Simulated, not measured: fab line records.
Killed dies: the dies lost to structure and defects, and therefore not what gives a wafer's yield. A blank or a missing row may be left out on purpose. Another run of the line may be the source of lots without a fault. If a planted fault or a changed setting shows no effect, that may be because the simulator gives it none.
fab line records	flow berkeleyCmos170	part 1 of 2: steps 1 to 29 of 40
record lots=5	wafers=15	lastDay=14
route steps=331 shown PLDD@155 NLDD@158 SPACER@171 PSD@175 NSD@187
lots that met no fault: from a run of the same line without faults
startH: hours from the record's opening day to when the first of the lot's shown wafers began	waitH: hours from the lot's prior step to this one	" same as the row above	L1.1+2: a row that stands for several wafers	- either no value or no given start	* or withheld: withheld	< > ~ a bound
route shown NAME@n: names a module that has steps shown in the file, with the first one's number in the route	usual: the fault-free wafers' mean and standard deviation	same: alike in all rows	chamber/n: place in a boat	sites: readings site by site	_std_site: the standard deviation of these	_edge_site: the outer-site mean with the inner-site mean subtracted	radiusMm: for every site, how far away it sits from the centre of the wafer	mask NAME#n: copy n	behind: tool/chamber where the wafer was last shaped	hold: why the lot was held/for how many hours/how that ended	device: the transistor (n, p or np) that didn't switch	end of line: tests of these same wafers at the route's end	a step without rows: its recipe alone	killed: at the first sort, the dies lost to defects and structure; wafer yield is something else	map: a wafer's dies, marking killed ones x, the rest . and places with no die _
set.NAME: the setting as run; set.NAME@STEP: as run at that earlier step	model.NAME: the simulator's own value behind a step, which no gauge read
a table for each step, a row for each wafer; lots at some steps of the route
services: the hour from which a tool's chamber was out of use, counted from the record's first day as startH (under 0 if before that day), plus the number of hours and why
## steps
# step UCB170_PLDD_STRIP_10
# recipe chemistry=O2	powerW=400	pressureMtorr=3500	platenTempC=withheld	o2FlowSccm=400	overashFraction=0.5
# usual drypumpMotorCurrentA=6.1/0.58	oesProductAu=0.735/0.0047	stripTimeToEndpointS=21.63/0.068
# same overashFraction=0.5
lot.wafer	tool	chamber	startH	waitH	drypumpMotorCurrentA	oesProductAu	rfHoursCounterH	stripTimeToEndpointS
L080.4	plasmaAsher-03	0	199.03	0.1	6.3	0.737	-	21.55
L080.5	"	0	"	"	6.3	0.731	-	21.44
L080.6	"	1	"	"	6.6	0.731	-	21.48
L081.1	plasmaAsher-02	0	210.97	0.1	5.4	0.737	7	21.72
L081.5	"	1	"	"	4.8	0.741	-	21.66
L081.6	"	0	"	"	5.4	0.741	-	21.67
L090.2	plasmaAsher-04	1	254.77	0.1	5.7	0.740	49	21.57
L090.5	"	0	"	"	6.5	0.728	-	21.58
L090.6	"	1	"	"	5.7	0.733	-	21.58
L093.2	plasmaAsher-03	1	271.98	0.1	6.6	0.724	56	21.62
L093.3	"	0	"	"	6.3	0.735	-	21.64
L093.6	"	1	"	"	6.6	0.731	-	21.68
L095.3	plasmaAsher-03	1	283.27	0.1	6.6	0.738	-	21.63
L095.4	"	0	"	"	6.3	0.736	-	21.61
L095.6	"	1	"	"	6.6	0.737	-	21.55
# step UCB170_PLDD_TW_MEAS_11
# usual PLDD_TW=1015/4.6
lot.wafer	tool	chamber	startH	waitH	PLDD_TW
L080.4	filmMetro-01	-	199.13	0.1	1010
L080.5	"	-	"	"	1010
L080.6	"	-	"	"	1012
L081.1	filmMetro-04	-	211.07	0.1	1018
L081.5	"	-	"	"	1022
L081.6	"	-	"	"	1013
L090.2	filmMetro-01	-	254.88	0.1	1015
L090.5	"	-	"	"	1025
L090.6	"	-	"	"	1025
L093.2	filmMetro-01	-	272.09	0.1	1009
L093.3	"	-	"	"	1012
L093.6	"	-	"	"	1012
L095.3	filmMetro-04	-	283.36	0.1	1025
L095.4	"	-	"	"	1021
L095.6	"	-	"	"	1022
# step UCB170_PLDD_CLEAN_12
# recipe chemistry=SPM	tempC=120	timeS=600
# usual tempC=119.98/0.13
lot.wafer	tool	chamber	startH	waitH	tempC
L080.4	wetBench-03	0	199.16	0.0	119.77
L080.5	"	0	"	"	119.87
L080.6	"	0	"	"	119.93
L081.1	wetBench-02	3	211.13	0.1	119.97
L081.5	"	3	"	"	119.96
L081.6	"	3	"	"	119.88
L090.2	wetBench-02	3	254.93	0.0	119.98
L090.5	"	3	"	"	119.94
L090.6	"	3	"	"	120.02
L093.2	wetBench-01	2	272.14	0.0	120.17
L093.3	"	2	"	"	120.07
L093.6	"	2	"	"	120.08
L095.3	wetBench-02	1	283.42	0.1	119.96
L095.4	"	1	"	"	120.07
L095.6	"	1	"	"	119.92
# step UCB170_NLDD_HMDS_00
# recipe primeTimeS=60	primeTempC=100
lot.wafer	tool	chamber	startH	waitH
L080.4+5+6	lithoTrack-03	0	199.41	0.1
L081.1+5+6	lithoTrack-02	0	211.30	0.0
L090.2+5+6	lithoTrack-02	0	255.68	0.6
L093.2+3+6	lithoTrack-04	0	272.34	0.0
L095.3+4+6	lithoTrack-04	0	283.75	0.2
# step UCB170_NLDD_COAT_01
# recipe resist=KrF	spinRpm=1500	resistThkNm=900
lot.wafer	tool	chamber	startH	waitH
L080.4+5+6	lithoTrack-03	0	199.56	0.1
L081.1+5+6	lithoTrack-02	0	211.45	0.1
L090.2+5+6	lithoTrack-02	0	255.83	0.1
L093.2+3+6	lithoTrack-04	0	272.49	0.1
L095.3+4+6	lithoTrack-04	0	283.90	0.1
# step UCB170_NLDD_SOFTBAKE_02
# recipe resist=KrF	tempC=130	timeS=60
lot.wafer	tool	chamber	startH	waitH
L080.4+5+6	lithoTrack-03	0	199.71	0.1
L081.1+5+6	lithoTrack-02	0	211.60	0.1
L090.2+5+6	lithoTrack-02	0	255.98	0.1
L093.2+3+6	lithoTrack-04	0	272.64	0.1
L095.3+4+6	lithoTrack-04	0	284.05	0.1
# step UCB170_NLDD_EXPOSE_03
# recipe maskId=NSELECT	na=0.5	sigmaOuter=0.6	sourceShape=conventional	targetCdNm=1200	doseMj=30
# usual exposureDoseMJCm2=29.737/0.03	focusOffsetNm=0.0/0.47
lot.wafer	tool	chamber	startH	waitH	mask	exposureDoseMJCm2	focusOffsetNm
L080.4	krfScanner-01	0	199.97	0.2	NSELECT#0	29.747	0.2
L080.5	"	0	"	"	NSELECT#0	29.723	0.2
L080.6	"	0	"	"	NSELECT#0	29.728	1.0
L081.1	krfScanner-02	0	211.95	0.3	NSELECT#0	29.760	0.1
L081.5	"	0	"	"	NSELECT#0	29.711	-0.1
L081.6	"	0	"	"	NSELECT#0	29.753	-0.2
L090.2	krfScanner-02	0	256.13	0.1	NSELECT#0	29.738	-0.6
L090.5	"	0	"	"	NSELECT#0	29.712	0.1
L090.6	"	0	"	"	NSELECT#0	29.736	0.2
L093.2	krfScanner-01	0	272.91	0.2	NSELECT#0	29.716	-0.3
L093.3	"	0	"	"	NSELECT#0	29.754	0.7
L093.6	"	0	"	"	NSELECT#0	29.731	0.6
L095.3	krfScanner-01	0	284.19	0.1	NSELECT#0	29.688	-0.5
L095.4	"	0	"	"	NSELECT#0	29.734	-0.1
L095.6	"	0	"	"	NSELECT#0	29.753	-0.9
# step UCB170_NLDD_PEB_04
# recipe pebTempC=130	pebTimeS=withheld	resist=KrF
# usual plateSensorTCentreC=131.41/0.011	plateSensorTEdgeC=131.53/0.011
lot.wafer	tool	chamber	startH	waitH	plateSensorTCentreC	plateSensorTEdgeC
L080.4	lithoTrack-02	0	200.10	0.1	131.41	131.55
L080.5	"	0	"	"	131.41	131.53
L080.6	"	0	"	"	131.41	131.54
L081.1	lithoTrack-03	0	212.06	0.1	131.42	131.53
L081.5	"	0	"	"	131.4	131.55
L081.6	"	0	"	"	131.41	131.53
L090.2	lithoTrack-02	0	256.41	0.3	131.4	131.55
L090.5	"	0	"	"	131.4	131.53
L090.6	"	0	"	"	131.44	131.51
L093.2	lithoTrack-02	0	273.84	0.9	131.41	131.52
L093.3	"	0	"	"	131.4	131.54
L093.6	"	0	"	"	131.41	131.53
L095.3	lithoTrack-04	0	284.65	0.4	131.38	131.54
L095.4	"	0	"	"	131.42	131.53
L095.6	"	0	"	"	131.39	131.52
# step UCB170_NLDD_DEVELOP_05
# recipe developer=TMAH	developTimeS=45	resist=KrF	devTempC=21
# same developTimeS=45
lot.wafer	tool	chamber	startH	waitH
L080.4+5+6	lithoTrack-02	0	-	-
L081.1+5+6	lithoTrack-03	0	-	-
L090.2+5+6	lithoTrack-02	0	-	-
L093.2+3+6	lithoTrack-02	0	-	-
L095.3+4+6	lithoTrack-04	0	-	-
# step UCB170_NLDD_CD_MEAS_06
# recipe targetCdNm=1200
# usual cdNm=1199.8/1.5
lot.wafer	tool	chamber	startH	waitH	cdNm
L080.4	cdSem-02	-	200.36	-	1199.9
L080.5	"	-	"	"	1199.7
L080.6	"	-	"	"	1200.2
L081.1	cdSem-02	-	212.34	-	1198.7
L081.5	"	-	"	"	1198.8
L081.6	"	-	"	"	1198.9
L090.2	cdSem-02	-	256.68	-	1199.7
L090.5	"	-	"	"	1199.4
L090.6	"	-	"	"	1198.0
L093.2	cdSem-02	-	274.13	-	1201.8
L093.3	"	-	"	"	1200.8
L093.6	"	-	"	"	1201.2
L095.3	cdSem-02	-	284.92	-	1200.7
L095.4	"	-	"	"	1201.4
L095.6	"	-	"	"	1200.8
# step UCB170_NLDD_OVL_MEAS_07
# usual NLDD_OVL=0/5.5
lot.wafer	tool	chamber	startH	waitH	NLDD_OVL[nm]
L080.4	overlay-01	-	200.44	0.1	-10
L080.5	"	-	"	"	-8
L080.6	"	-	"	"	-14
L081.1	overlay-01	-	212.46	0.1	-11
L081.5	"	-	"	"	-10
L081.6	"	-	"	"	-15
L090.2	overlay-02	-	256.78	0.1	0
L090.5	"	-	"	"	1
L090.6	"	-	"	"	4
L093.2	overlay-01	-	274.23	0.1	2
L093.3	"	-	"	"	4
L093.6	"	-	"	"	0
L095.3	overlay-02	-	285.01	0.1	-3
L095.4	"	-	"	"	6
L095.6	"	-	"	"	-1
# step UCB170_NLDD_IMPLANT_08
# recipe species=As	doseCm2=5e+13	energyKev=30	tiltDeg=7	rotationDeg=0
# usual rotationDeg=0.000/0.021
lot.wafer	tool	chamber	startH	waitH	rotationDeg
L080.4	implanter-04	0	200.53	0.1	0.000
L080.5	"	0	"	"	-0.038
L080.6	"	0	"	"	-0.017
L081.1	implanter-01	0	212.49	0.0	-0.011
L081.5	"	0	"	"	-0.002
L081.6	"	0	"	"	-0.033
L090.2	implanter-04	0	256.84	0.0	0.009
L090.5	"	0	"	"	0.017
L090.6	"	0	"	"	0.013
L093.2	implanter-04	0	274.29	0.0	0.026
L093.3	"	0	"	"	0.008
L093.6	"	0	"	"	0.018
L095.3	implanter-03	0	285.08	0.1	-0.010
L095.4	"	0	"	"	-0.015
L095.6	"	0	"	"	-0.004
# step UCB170_NLDD_IMPLANT_09
# recipe species=As	doseCm2=5e+13	energyKev=30	tiltDeg=7	rotationDeg=180
# usual rotationDeg=180.00/0.039
lot.wafer	tool	chamber	startH	waitH	rotationDeg
L080.4	implanter-04	0	200.68	0.1	180.03
L080.5	"	0	"	"	180.04
L080.6	"	0	"	"	180.00
L081.1	implanter-01	0	212.64	0.1	179.99
L081.5	"	0	"	"	179.97
L081.6	"	0	"	"	180.00
L090.2	implanter-04	0	256.99	0.1	180.00
L090.5	"	0	"	"	179.95
L090.6	"	0	"	"	179.96
L093.2	implanter-04	0	274.44	0.1	180.05
L093.3	"	0	"	"	180.01
L093.6	"	0	"	"	180.06
L095.3	implanter-03	0	285.23	0.1	180.05
L095.4	"	0	"	"	180.01
L095.6	"	0	"	"	179.98
# step UCB170_NLDD_STRIP_10
# recipe chemistry=O2	powerW=400	pressureMtorr=3500	platenTempC=withheld	o2FlowSccm=400	overashFraction=0.5
# usual drypumpMotorCurrentA=5.7/0.61	oesProductAu=0.734/0.0042	stripTimeToEndpointS=21.61/0.064
# same overashFraction=0.5
lot.wafer	tool	chamber	startH	waitH	drypumpMotorCurrentA	oesProductAu	rfHoursCounterH	stripTimeToEndpointS
L080.4	plasmaAsher-04	1	200.79	0.1	5.7	0.735	-	21.57
L080.5	"	1	"	"	5.7	0.733	-	21.64
L080.6	"	0	"	"	6.5	0.736	-	21.62
L081.1	plasmaAsher-01	0	212.79	0.1	5.0	0.742	44	21.66
L081.5	"	1	"	"	6.2	0.734	-	21.66
L081.6	"	0	"	"	4.9	0.728	-	21.65
L090.2	plasmaAsher-01	1	257.11	0.1	6.2	0.732	48	21.69
L090.5	"	1	"	"	6.2	0.727	-	21.70
L090.6	"	0	"	"	5.0	0.735	-	21.63
L093.2	plasmaAsher-02	1	274.56	0.1	4.8	0.731	13	21.57
L093.3	"	0	"	"	5.4	0.735	-	21.60
L093.6	"	0	"	"	5.4	0.731	-	21.59
L095.3	plasmaAsher-02	1	285.37	0.1	4.8	0.728	-	21.65
L095.4	"	0	"	"	5.4	0.738	-	21.68
L095.6	"	1	"	"	4.8	0.736	-	21.65
# step UCB170_NLDD_TW_MEAS_11
# usual NLDD_TW=2229/8.7
lot.wafer	tool	chamber	startH	waitH	NLDD_TW
L080.4	filmMetro-01	-	200.89	0.1	2222
L080.5	"	-	"	"	2221
L080.6	"	-	"	"	2225
L081.1	filmMetro-03	-	212.91	0.1	2229
L081.5	"	-	"	"	2234
L081.6	"	-	"	"	2221
L090.2	filmMetro-01	-	257.22	0.1	2251
L090.5	"	-	"	"	2235
L090.6	"	-	"	"	2233
L093.2	filmMetro-04	-	274.67	0.1	2237
L093.3	"	-	"	"	2230
L093.6	"	-	"	"	2233
L095.3	filmMetro-03	-	285.45	0.1	2221
L095.4	"	-	"	"	2226
L095.6	"	-	"	"	2215
# step UCB170_NLDD_CLEAN_12
# recipe chemistry=SPM	tempC=120	timeS=600
# usual tempC=119.99/0.15
lot.wafer	tool	chamber	startH	waitH	tempC
L080.4	wetBench-04	3	200.92	0.0	120.32
L080.5	"	3	"	"	119.93
L080.6	"	3	"	"	120.18
L081.1	wetBench-02	0	212.97	0.1	120.02
L081.5	"	0	"	"	119.99
L081.6	"	0	"	"	120.07
L090.2	wetBench-02	1	257.62	0.4	119.99
L090.5	"	1	"	"	119.85
L090.6	"	1	"	"	119.92
L093.2	wetBench-02	3	276.39	1.7	119.95
L093.3	"	3	"	"	119.61
L093.6	"	3	"	"	119.72
L095.3	wetBench-02	2	285.49	0.0	119.99
L095.4	"	2	"	"	120.06
L095.6	"	2	"	"	120.10
# step UCB170_SPACER_CVD_00
# recipe material=SiO2	targetThkNm=376	tempC=390	precursor=TEOS/O2	timeS=47	rfW=550	pressureMtorr=9000
# usual heaterPowerW=282/64
lot.wafer	tool	chamber	startH	waitH	heaterPowerW
L080.4	pecvd-01	0	201.11	0.0	277
L080.5	"	2	"	"	286
L080.6	"	1	"	"	319
L081.1	pecvd-03	0	213.15	0.0	339
L081.5	"	1	"	"	224
L081.6	"	0	"	"	249
L090.2	pecvd-04	2	257.79	0.0	138
L090.5	"	1	"	"	317
L090.6	"	2	"	"	153
L093.2	pecvd-01	0	276.57	0.0	275
L093.3	"	1	"	"	384
L093.6	"	0	"	"	287
L095.3	pecvd-04	1	285.67	0.0	268
L095.4	"	0	"	"	268
L095.6	"	2	"	"	172
# step UCB170_SPACER_THK_MEAS_01
# recipe reads=SiO2_of_SPACER_CVD_00
# usual SPACER_TEOS_THK=375/5.7
lot.wafer	tool	chamber	startH	waitH	SPACER_TEOS_THK[nm]
L080.4	filmMetro-01	-	201.17	0.0	375
L080.5	"	-	"	"	381
L080.6	"	-	"	"	377
L081.1	filmMetro-01	-	213.19	0.0	370
L081.5	"	-	"	"	384
L081.6	"	-	"	"	377
L090.2	filmMetro-02	-	257.84	0.0	368
L090.5	"	-	"	"	376
L090.6	"	-	"	"	379
L093.2	filmMetro-03	-	276.62	0.0	366
L093.3	"	-	"	"	372
L093.6	"	-	"	"	374
L095.3	filmMetro-02	-	285.73	0.0	368
L095.4	"	-	"	"	378
L095.6	"	-	"	"	378
# step UCB170_SPACER_ANNEAL_02
# recipe tempC=900	timeS=1800	ambient=N2
lot.wafer	tool	chamber	startH	waitH
L080.4+5+6	furnace-01	0	210.84	9.7
L081.1+5+6	furnace-04	0	225.79	12.6
L090.2+5+6	furnace-01	0	260.78	2.9
L093.2+3+6	furnace-01	0	279.54	2.9
L095.3+4+6	furnace-01	0	290.32	4.6
# step UCB170_SPACER_ETCHBACK_03
# recipe stopOn=Si	target=SiO2	chemistry=CHF3/CF4/Ar	CHF3_flow_sccm=50	cf4FlowSccm=10	Ar_flow_sccm=120	pressureMtorr=200	rfW=500	targetDepthA=3760	timeS=100
# usual drypumpMotorCurrentA=5.6/0.35	mfcArSccm=120.0/0.37	oesProductAu=0.900/0.013	throttleValvePct=6.44/0.14
lot.wafer	tool	chamber	startH	waitH	drypumpMotorCurrentA	mfcArSccm	oesProductAu	rfHoursCounterH	throttleValvePct
L080.4	rieDiel-02	0	212.34	0.0	5.4	120.3	0.907	18	6.47
L080.5	"	1	"	"	5.5	120.0	0.904	-	6.43
L080.6	"	2	"	"	5.5	119.7	0.899	-	6.34
L081.1	rieDiel-04	2	227.29	0.0	6.1	119.7	0.877	17	6.66
L081.5	"	2	"	"	6.1	120.0	0.904	-	6.65
L081.6	"	3	"	"	5.5	120.1	0.900	-	6.61
L090.2	rieDiel-01	3	262.28	0.0	6.2	119.5	0.897	18	6.37
L090.5	"	0	"	"	5.0	119.7	0.900	-	6.66
L090.6	"	2	"	"	5.4	119.4	0.906	-	6.22
L093.2	rieDiel-04	1	281.04	0.0	5.7	119.8	0.866	6	6.28
L093.3	"	0	"	"	5.9	120.0	0.889	88	6.35
L093.6	"	1	"	"	5.7	119.5	0.882	-	6.29
L095.3	rieDiel-02	3	291.89	0.1	5.4	119.7	0.898	5	6.55
L095.4	"	2	"	"	5.5	120.2	0.907	56	6.33
L095.6	"	3	"	"	5.5	121.1	0.916	-	6.54
# step UCB170_PSD_HMDS_00
# recipe primeTimeS=60	primeTempC=100
lot.wafer	tool	chamber	startH	waitH
L080.4+5+6	lithoTrack-03	0	212.49	0.1
L081.1+5+6	lithoTrack-01	0	227.36	0.0
L090.2+5+6	lithoTrack-03	0	262.95	0.6
L093.2+3+6	lithoTrack-04	0	281.25	0.2
L095.3+4+6	lithoTrack-01	0	292.50	0.6
# step UCB170_PSD_COAT_01
# recipe resist=KrF	spinRpm=1500	resistThkNm=900
lot.wafer	tool	chamber	startH	waitH
L080.4+5+6	lithoTrack-03	0	212.64	0.1
L081.1+5+6	lithoTrack-01	0	227.51	0.1
L090.2+5+6	lithoTrack-03	0	263.10	0.1
L093.2+3+6	lithoTrack-04	0	281.40	0.1
L095.3+4+6	lithoTrack-01	0	292.65	0.1
# step UCB170_PSD_SOFTBAKE_02
# recipe resist=KrF	tempC=130	timeS=60
lot.wafer	tool	chamber	startH	waitH
L080.4+5+6	lithoTrack-03	0	212.79	0.1
L081.1+5+6	lithoTrack-01	0	227.66	0.1
L090.2+5+6	lithoTrack-03	0	263.25	0.1
L093.2+3+6	lithoTrack-04	0	281.55	0.1
L095.3+4+6	lithoTrack-01	0	292.80	0.1
# step UCB170_PSD_EXPOSE_03
# recipe maskId=PSELECT_MOD	na=0.5	sigmaOuter=0.6	sourceShape=conventional	targetCdNm=1200	doseMj=30
# usual exposureDoseMJCm2=29.99/0.031	focusOffsetNm=0.0/0.54
lot.wafer	tool	chamber	startH	waitH	mask	exposureDoseMJCm2	focusOffsetNm
L080.4	krfScanner-01	0	213.17	0.3	PSELECT_MOD#0	29.99	0.6
L080.5	"	0	"	"	PSELECT_MOD#0	29.98	0.0
L080.6	"	0	"	"	PSELECT_MOD#0	29.99	1.0
L081.1	krfScanner-01	0	227.93	0.2	PSELECT_MOD#0	29.92	-0.2
L081.5	"	0	"	"	PSELECT_MOD#0	29.95	-0.1
L081.6	"	0	"	"	PSELECT_MOD#0	30.01	-0.2
L090.2	krfScanner-01	0	263.52	0.2	PSELECT_MOD#0	29.96	-0.6
L090.5	"	0	"	"	PSELECT_MOD#0	29.99	-1.3
L090.6	"	0	"	"	PSELECT_MOD#0	29.96	-0.2
L093.2	krfScanner-02	0	281.86	0.3	PSELECT_MOD#0	30.03	1.1
L093.3	"	0	"	"	PSELECT_MOD#0	30.05	0.6
L093.6	"	0	"	"	PSELECT_MOD#0	29.99	1.0
L095.3	krfScanner-02	0	292.94	0.1	PSELECT_MOD#0	30.00	-0.1
L095.4	"	0	"	"	PSELECT_MOD#0	29.96	-0.2
L095.6	"	0	"	"	PSELECT_MOD#0	29.99	0.0
# step UCB170_PSD_PEB_04
# recipe pebTempC=130	pebTimeS=withheld	resist=KrF
lot.wafer	tool	chamber	startH	waitH
L080.4+5+6	lithoTrack-03	0	213.30	0.1
L081.1+5+6	lithoTrack-03	0	228.04	0.1
L090.2+5+6	lithoTrack-03	0	264.12	0.6
L093.2+3+6	lithoTrack-03	0	282.26	0.4
L095.3+4+6	lithoTrack-03	0	293.65	0.7
# step UCB170_PSD_DEVELOP_05
# recipe developer=TMAH	developTimeS=45	resist=KrF	devTempC=21
# same developTimeS=45
lot.wafer	tool	chamber	startH	waitH
L080.4+5+6	lithoTrack-03	0	-	-
L081.1+5+6	lithoTrack-03	0	-	-
L090.2+5+6	lithoTrack-03	0	-	-
L093.2+3+6	lithoTrack-03	0	-	-
L095.3+4+6	lithoTrack-03	0	-	-
# step UCB170_PSD_CD_MEAS_06
# recipe targetCdNm=1200
# usual cdNm=1199.9/1.7
lot.wafer	tool	chamber	startH	waitH	cdNm
L080.4	cdSem-02	-	213.56	-	1198.6
L080.5	"	-	"	"	1199.3
L080.6	"	-	"	"	1201.2
L081.1	cdSem-02	-	228.32	-	1197.8
L081.5	"	-	"	"	1198.6
L081.6	"	-	"	"	1200.2
L090.2	cdSem-01	-	264.39	-	1202.3
L090.5	"	-	"	"	1200.7
L090.6	"	-	"	"	1201.5
L093.2	cdSem-01	-	282.53	-	1199.8
L093.3	"	-	"	"	1198.3
L093.6	"	-	"	"	1199.4
L095.3	cdSem-02	-	293.98	-	1198.9
L095.4	"	-	"	"	1200.1
L095.6	"	-	"	"	1198.2
# step UCB170_PSD_OVL_MEAS_07
# usual PSD_OVL=0/5.1
lot.wafer	tool	chamber	startH	waitH	PSD_OVL[nm]
L080.4	overlay-02	-	213.64	0.1	2
L080.5	"	-	"	"	7
L080.6	"	-	"	"	1
L081.1	overlay-01	-	228.44	0.1	-5
L081.5	"	-	"	"	-1
L081.6	"	-	"	"	-3
L090.2	overlay-01	-	264.50	0.1	3
L090.5	"	-	"	"	5
L090.6	"	-	"	"	5
L093.2	overlay-02	-	282.64	0.1	-2
L093.3	"	-	"	"	-3
L093.6	"	-	"	"	-1
L095.3	overlay-01	-	294.08	0.1	-3
L095.4	"	-	"	"	-3
L095.6	"	-	"	"	-1
# step UCB170_PSD_IMPLANT_08
# recipe species=B	doseCm2=3e+15	energyKev=20	tiltDeg=7
lot.wafer	tool	chamber	startH	waitH
L080.4+5+6	implanter-03	0	213.73	0.1
L081.1+5+6	implanter-01	0	228.47	0.0
L090.2+5+6	implanter-02	0	264.55	0.0
L093.2+3+6	implanter-03	0	282.69	0.0
L095.3+4+6	implanter-02	0	294.15	0.1
